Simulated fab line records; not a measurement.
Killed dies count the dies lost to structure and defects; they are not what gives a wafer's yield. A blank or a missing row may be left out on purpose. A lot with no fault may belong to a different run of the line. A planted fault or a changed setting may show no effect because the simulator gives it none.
A sampling plan put to the test | flow berkeley cmos170 | 29 faults told of in these records, all on one fab line, each judged by the records of the lots it struck
The line's own looks make up the plan; these are the steps of the route where a gauge or inspection reads the wafer and leaves it unchanged. A look can be judged if struck wafers have a number there and the file gives its usual mean and standard deviation on fault-free wafers. Caught: a look later than the fault's first step finds the struck wafers' mean 4 or more of those standard deviations (sigma) from the usual mean. On the tool: the test repeated on the tool's own readings taken at the fault's steps. A different recipe on the struck wafers counts as caught too, as does a record blank only for those wafers.

== THE FAULTS, as the simulator had put them in ==
1. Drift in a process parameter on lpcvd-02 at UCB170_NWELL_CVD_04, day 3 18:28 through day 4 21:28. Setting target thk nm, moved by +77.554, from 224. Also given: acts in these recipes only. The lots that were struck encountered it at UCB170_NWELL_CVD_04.
2. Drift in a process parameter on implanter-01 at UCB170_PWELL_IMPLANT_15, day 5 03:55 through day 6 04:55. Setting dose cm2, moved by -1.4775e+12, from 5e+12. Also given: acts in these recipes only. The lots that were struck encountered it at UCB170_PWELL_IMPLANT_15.
3. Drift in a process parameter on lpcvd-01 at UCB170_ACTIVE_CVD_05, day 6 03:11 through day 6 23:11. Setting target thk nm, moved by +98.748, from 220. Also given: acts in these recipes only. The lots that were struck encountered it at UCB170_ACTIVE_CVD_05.
4. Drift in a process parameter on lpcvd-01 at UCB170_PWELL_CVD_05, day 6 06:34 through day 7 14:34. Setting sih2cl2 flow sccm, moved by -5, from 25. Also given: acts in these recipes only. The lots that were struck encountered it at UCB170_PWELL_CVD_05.
5. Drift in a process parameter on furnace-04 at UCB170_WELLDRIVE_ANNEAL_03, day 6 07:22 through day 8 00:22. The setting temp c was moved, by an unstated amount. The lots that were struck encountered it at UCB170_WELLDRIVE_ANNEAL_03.
6. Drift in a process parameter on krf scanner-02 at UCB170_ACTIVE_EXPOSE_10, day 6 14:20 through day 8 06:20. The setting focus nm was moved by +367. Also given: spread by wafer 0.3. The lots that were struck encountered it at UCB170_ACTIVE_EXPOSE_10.
7. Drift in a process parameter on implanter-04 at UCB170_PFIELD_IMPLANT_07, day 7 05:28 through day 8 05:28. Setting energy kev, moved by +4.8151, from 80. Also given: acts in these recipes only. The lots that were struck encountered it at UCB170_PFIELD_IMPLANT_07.
8. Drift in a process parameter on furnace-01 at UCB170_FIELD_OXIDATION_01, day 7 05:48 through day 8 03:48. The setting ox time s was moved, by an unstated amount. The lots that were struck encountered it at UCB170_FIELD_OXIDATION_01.
9. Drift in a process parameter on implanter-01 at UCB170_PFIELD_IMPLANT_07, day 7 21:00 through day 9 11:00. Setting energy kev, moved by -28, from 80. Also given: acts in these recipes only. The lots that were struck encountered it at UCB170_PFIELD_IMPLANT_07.
10. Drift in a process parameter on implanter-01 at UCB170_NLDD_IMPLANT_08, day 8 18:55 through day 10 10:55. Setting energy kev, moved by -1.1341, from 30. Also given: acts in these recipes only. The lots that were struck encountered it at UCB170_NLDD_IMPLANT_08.
11. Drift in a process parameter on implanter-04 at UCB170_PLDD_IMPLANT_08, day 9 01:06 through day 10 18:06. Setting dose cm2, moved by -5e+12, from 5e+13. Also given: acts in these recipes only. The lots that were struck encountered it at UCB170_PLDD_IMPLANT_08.
12. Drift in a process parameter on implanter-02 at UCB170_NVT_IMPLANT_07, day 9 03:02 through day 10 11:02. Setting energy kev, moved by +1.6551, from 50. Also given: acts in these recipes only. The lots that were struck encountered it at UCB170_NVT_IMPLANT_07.
13. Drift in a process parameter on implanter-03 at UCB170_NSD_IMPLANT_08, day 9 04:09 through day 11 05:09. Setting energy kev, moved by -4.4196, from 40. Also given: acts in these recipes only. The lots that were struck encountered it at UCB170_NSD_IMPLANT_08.
14. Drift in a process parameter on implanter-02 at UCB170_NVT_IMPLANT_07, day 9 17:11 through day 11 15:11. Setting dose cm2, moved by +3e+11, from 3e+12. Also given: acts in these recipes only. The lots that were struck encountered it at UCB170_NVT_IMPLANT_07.
15. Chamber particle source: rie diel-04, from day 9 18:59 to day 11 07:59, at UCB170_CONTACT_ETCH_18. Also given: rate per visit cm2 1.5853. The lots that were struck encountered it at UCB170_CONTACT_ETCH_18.
16. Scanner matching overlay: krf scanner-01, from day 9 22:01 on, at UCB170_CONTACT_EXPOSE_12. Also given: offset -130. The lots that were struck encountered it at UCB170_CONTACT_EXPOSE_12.
17. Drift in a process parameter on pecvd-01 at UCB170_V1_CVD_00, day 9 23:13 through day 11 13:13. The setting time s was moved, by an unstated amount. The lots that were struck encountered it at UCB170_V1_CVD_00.
18. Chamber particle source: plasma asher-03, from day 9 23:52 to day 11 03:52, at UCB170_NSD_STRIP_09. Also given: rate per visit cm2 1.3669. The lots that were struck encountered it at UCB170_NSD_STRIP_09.
19. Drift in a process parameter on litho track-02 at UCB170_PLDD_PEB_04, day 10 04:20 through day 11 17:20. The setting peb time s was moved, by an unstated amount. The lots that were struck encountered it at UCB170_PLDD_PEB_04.
20. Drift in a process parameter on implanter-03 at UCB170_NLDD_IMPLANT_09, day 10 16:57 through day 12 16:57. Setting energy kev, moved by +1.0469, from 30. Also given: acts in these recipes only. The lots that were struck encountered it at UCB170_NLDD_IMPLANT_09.
21. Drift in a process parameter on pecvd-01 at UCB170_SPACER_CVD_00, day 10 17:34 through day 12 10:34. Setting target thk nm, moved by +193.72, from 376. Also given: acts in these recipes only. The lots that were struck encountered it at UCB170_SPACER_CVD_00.
22. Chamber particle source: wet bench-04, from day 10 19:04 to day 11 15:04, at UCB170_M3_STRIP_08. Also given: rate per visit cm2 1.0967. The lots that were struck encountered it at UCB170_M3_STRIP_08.
23. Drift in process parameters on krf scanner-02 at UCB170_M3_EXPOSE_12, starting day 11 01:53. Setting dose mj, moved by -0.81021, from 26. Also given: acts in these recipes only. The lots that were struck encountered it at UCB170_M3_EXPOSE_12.
24. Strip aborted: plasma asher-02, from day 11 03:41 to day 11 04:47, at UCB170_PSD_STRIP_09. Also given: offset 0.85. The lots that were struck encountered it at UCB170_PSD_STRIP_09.
25. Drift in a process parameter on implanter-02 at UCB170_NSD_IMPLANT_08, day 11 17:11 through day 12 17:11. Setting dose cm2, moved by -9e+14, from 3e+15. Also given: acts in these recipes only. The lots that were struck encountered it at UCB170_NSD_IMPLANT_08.
26. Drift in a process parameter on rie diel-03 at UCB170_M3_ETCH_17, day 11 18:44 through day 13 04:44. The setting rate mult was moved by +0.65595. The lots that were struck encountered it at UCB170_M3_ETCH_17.
27. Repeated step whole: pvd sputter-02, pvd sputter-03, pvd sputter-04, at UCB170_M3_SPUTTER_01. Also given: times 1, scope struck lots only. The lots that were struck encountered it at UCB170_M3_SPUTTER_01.
28. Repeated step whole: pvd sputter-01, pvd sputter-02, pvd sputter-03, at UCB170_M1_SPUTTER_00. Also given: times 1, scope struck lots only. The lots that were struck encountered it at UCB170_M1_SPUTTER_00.
29. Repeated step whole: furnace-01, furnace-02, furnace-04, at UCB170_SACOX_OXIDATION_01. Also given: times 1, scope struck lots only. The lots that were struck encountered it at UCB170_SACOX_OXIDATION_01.

== WHAT THE PLAN SAW ==
fault | on the tool itself                     | first look that catches it                      | reading, sigma                                        | median hours from its first step to that look | hours from the fault's start to the first struck lot there | judged looks passed uncaught
1     | under 2 sigma                          | UCB170_NWELL_THK_MEAS_05                        | NWELL_NITRIDE_THK +31                                 | 2.0                                           | 11                                                         | 0
2     | dose ions cm2 -99 or beyond sigma      | UCB170_PWELL_TW_MEAS_17                         | PWELL_TW -20                                          | 0.2                                           | 6                                                          | 0
3     | no reading that can be judged          | UCB170_ACTIVE_THK_MEAS_06                       | ACTIVE_NITRIDE_THK +41                                | 1.9                                           | 7                                                          | 0
4     | sih2cl2 flow sccm -80 sigma            | UCB170_PWELL_THK_MEAS_06                        | PWELL_NITRIDE_THK -4.5                                | 1.9                                           | 5                                                          | 0
5     | tube center temp C +99 or beyond sigma | no look after it can be judged                  | -                                                     | -                                             | -                                                          | 0
6     | exposure dose mJ cm2 -7.4 sigma        | UCB170_ACTIVE_CD_MEAS_13                        | cd nm -6.0                                            | 0.4                                           | 33                                                         | 0
7     | beam energy keV +99 or beyond sigma    | no look after it can be judged                  | -                                                     | -                                             | -                                                          | 0
8     | no reading that can be judged          | UCB170_FIELD_THK_MEAS_02                        | FIELD_OXIDE_THK -22                                   | 3.0                                           | 14                                                         | 0
9     | beam energy keV -99 or beyond sigma    | UCB170_PFIELD_TW_MEAS_09                        | PFIELD_TW -12                                         | 0.2                                           | 9                                                          | 0
10    | beam energy keV -99 or beyond sigma    | no look after it can be judged                  | -                                                     | -                                             | -                                                          | 0
11    | dose ions cm2 -89 sigma                | UCB170_SDANNEAL_RS_MEAS_04                      | PLDD_RS +19                                           | 18.1                                          | 21                                                         | 2
12    | beam energy keV +99 or beyond sigma    | no look after it can be judged                  | -                                                     | -                                             | -                                                          | 0
13    | beam energy keV -99 or beyond sigma    | UCB170_NSD_TW_MEAS_10                           | NSD_TW -8.2                                           | 0.2                                           | 0                                                          | 0
14    | dose ions cm2 +99 or beyond sigma      | UCB170_NVT_TW_MEAS_09                           | NVT_TW +6.5                                           | 0.2                                           | 7                                                          | 0
15    | under 2 sigma                          | none of the 2 looks that can be judged after it | -                                                     | -                                             | -                                                          | 2
16    | under 2 sigma                          | UCB170_CONTACT_OVL_MEAS_16                      | CONTACT_OVL -27                                       | 0.9                                           | 6                                                          | 0
17    | run length s -25 sigma                 | not the one look that can be judged after it    | strongest: V1_TEOS_THK at UCB170_V1_THK_MEAS_01, -2.6 | -                                             | -                                                          | 1
18    | under 2 sigma                          | none of the 3 looks that can be judged after it | -                                                     | -                                             | -                                                          | 3
19    | under 2 sigma                          | UCB170_PLDD_CD_MEAS_06                          | cd nm +6.3                                            | 0.3                                           | 15                                                         | 0
20    | beam energy keV +99 or beyond sigma    | no look after it can be judged                  | -                                                     | -                                             | -                                                          | 0
21    | under 2 sigma                          | UCB170_SPACER_THK_MEAS_01                       | SPACER_TEOS_THK +32                                   | 0.1                                           | 5                                                          | 0
22    | under 2 sigma                          | no look after it can be judged                  | -                                                     | -                                             | -                                                          | 0
23    | exposure dose mJ cm2 -20 sigma         | not the one look that can be judged after it    | strongest: cd nm at UCB170_M3_CD_MEAS_15, +3.1        | -                                             | -                                                          | 1
24    | oes product au -38 sigma               | UCB170_NSD_TW_MEAS_10                           | NSD_TW -99 or beyond                                  | 5.8                                           | 7                                                          | 0
25    | dose ions cm2 -99 or beyond sigma      | UCB170_NSD_TW_MEAS_10                           | NSD_TW -9.4                                           | 0.2                                           | 7                                                          | 0
26    | oes product au +22 sigma               | no look after it can be judged                  | -                                                     | -                                             | -                                                          | 0
27    | under 2 sigma                          | UCB170_M3_RS_MEAS_02                            | M3_AL_RS -46                                          | 0.4                                           | -                                                          | 0
28    | under 2 sigma                          | UCB170_M1_RS_MEAS_01                            | M1_AL_RS -34                                          | 0.3                                           | -                                                          | 0
29    | no reading that can be judged          | UCB170_SACOX_THK_MEAS_02                        | SACOX_OXIDE_THK +36                                   | 4.7                                           | -                                                          | 0
A dash: the fault is not caught, or the number is missing from these records.

Caught at a look: 18 of 29. Caught on the tool: 17 of 29. By one or the other: 26 of 29.
Caught on the tool alone: faults 5, 7, 10, 12, 17, 20, 23, 26.
Caught at a look alone: faults 1, 3, 8, 16, 19, 21, 27, 28, 29.
Caught by neither: faults 15, 18, 22.

== THINNER SAMPLING ==
In the worst case, this is how late the first struck lot would be measured if the look that catches a fault measured only every second or every third lot, by lot number:
fault | struck lots at that look, in order of time | every lot | every second lot | every third lot
1     | L863, L865                                 | 11 h      | may miss all 2   | may miss all 2
2     | L856, L858                                 | 6 h       | may miss all 2   | may miss all 2
3     | L644, L645, L646                           | 7 h       | 7 h              | 7 h
4     | L542, L544, L543                           | 5 h       | 12 h             | 12 h
6     | L296                                       | 33 h      | may miss it      | may miss it
8     | L228, L227                                 | 14 h      | 14 h             | may miss all 2
9     | L531, L533                                 | 9 h       | may miss all 2   | may miss all 2
11    | L481, L484                                 | 21 h      | 49 h             | may miss all 2
13    | L555, L557, L562                           | 0 h       | 24 h             | 24 h
14    | L356, L361, L359                           | 7 h       | 22 h             | may miss all 3
16    | L661, L663, L664, L666                     | 6 h       | 36 h             | may miss all 4
19    | L546, L547, L548                           | 15 h      | 16 h             | 31 h
21    | L985, L987                                 | 5 h       | may miss all 2   | may miss all 2
24    | L693                                       | 7 h       | may miss it      | may miss it
25    | L339, L338                                 | 7 h       | 12 h             | may miss all 2
Hours are from the fault's start to the first struck lot that is measured. The limit of 4 sigma was tested on all struck wafers together, so one lot alone may lie under it. Other struck lots may not be in these records.

== THE LONGEST TIMED WAY FROM STEP TO LOOK ==
For fault 11, UCB170_PLDD_IMPLANT_08 and UCB170_SDANNEAL_RS_MEAS_04 are separated by a median of 18.1 hours. The looks between them that can be judged stayed within 4 sigma: UCB170_PLDD_TW_MEAS_11, UCB170_NSD_CD_MEAS_06.
